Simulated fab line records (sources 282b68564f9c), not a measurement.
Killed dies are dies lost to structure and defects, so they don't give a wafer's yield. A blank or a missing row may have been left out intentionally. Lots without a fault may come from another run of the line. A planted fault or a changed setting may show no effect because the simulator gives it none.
Which tool was responsible? -- flow rit cmos -- 7 lots, 21 wafers sampled, at 2 steps of a route of 202

WHAT THE GAUGES READ, wafer by wafer
RIT_ACTIVE_THK_MEAS_02.
lot,measured,on,ACTIVE_OXIDE_THK (nm)
L248,day 1 22:04,film metro-01,49.3 49.5 49.8
L251,day 2 13:20,film metro-04,49.1 49.2 49.3
L254,day 3 04:49,film metro-03,48.4 48.5 47.7
L260,day 4 10:25,film metro-01,41.5 41.6 41.7 41.4 41.7 41.6
L263,day 5 02:13,film metro-04,48.8 48.7 48.7
L265,day 5 11:04,film metro-01,48.1 47.9 48.4
L269,day 6 07:03,film metro-04,49.1 48.3 49.0

WHAT TOOL EACH LOT RAN ON (gives the tool, then ch and the chambers of the sampled wafers, and finally the start)
lot,RIT_ACTIVE_OXIDATION_01
L248,"furnace-03 ch 0, day 1 20:07"
L251,"furnace-02 ch 0, day 2 11:23"
L254,"furnace-03 ch 0, day 3 02:53"
L260,"furnace-03 ch 0, day 4 08:28"
L263,"furnace-04 ch 0, day 5 00:17"
L265,"furnace-02 ch 0, day 5 09:07"
L269,"furnace-02 ch 0, day 6 05:07"
- RIT_ACTIVE_OXIDATION_01: target thk 46.8 nm, ox time 3360 s.

THE ANSWER, worked out from the rows above alone
Rule: usual is defined by the lots themselves. Put in order of their means at a reading, lots are off if they are a third of the lots or fewer, leave a main group of 4 or more, and stand apart from it by a gap of 3 or more times the standard deviation of the main group's means; of several such gaps the widest counts. The tables above print the reading to a certain number of digits; a main group whose means all agree to those digits is not used. A lot without any number at a reading at which 4 lots or more have one is off too. Where the step has rows for the other lots, those lots are counted as sound.
Off: L260, at RIT_ACTIVE_THK_MEAS_02 (ACTIVE_OXIDE_THK). Mean 48.8 nm and standard deviation 0.5 in the main group.
A tool fits if, at a process step before that reading, it ran every lot that is off, and no sound lot after the first of them. The gauges at RIT_ACTIVE_THK_MEAS_02 are tried like those tools. One candidate fits, namely furnace-03 at RIT_ACTIVE_OXIDATION_01. A fault onset in the window from L254 (day 3 02:53, its last sound lot) to L260 (day 4 08:28, its first lot off) fits.

WHAT THE SIMULATOR HAD INSERTED
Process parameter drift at RIT_ACTIVE_OXIDATION_01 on furnace-03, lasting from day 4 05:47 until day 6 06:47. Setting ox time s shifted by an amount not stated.
Lots struck among those shown: L260. The rule given above showed the same thing.
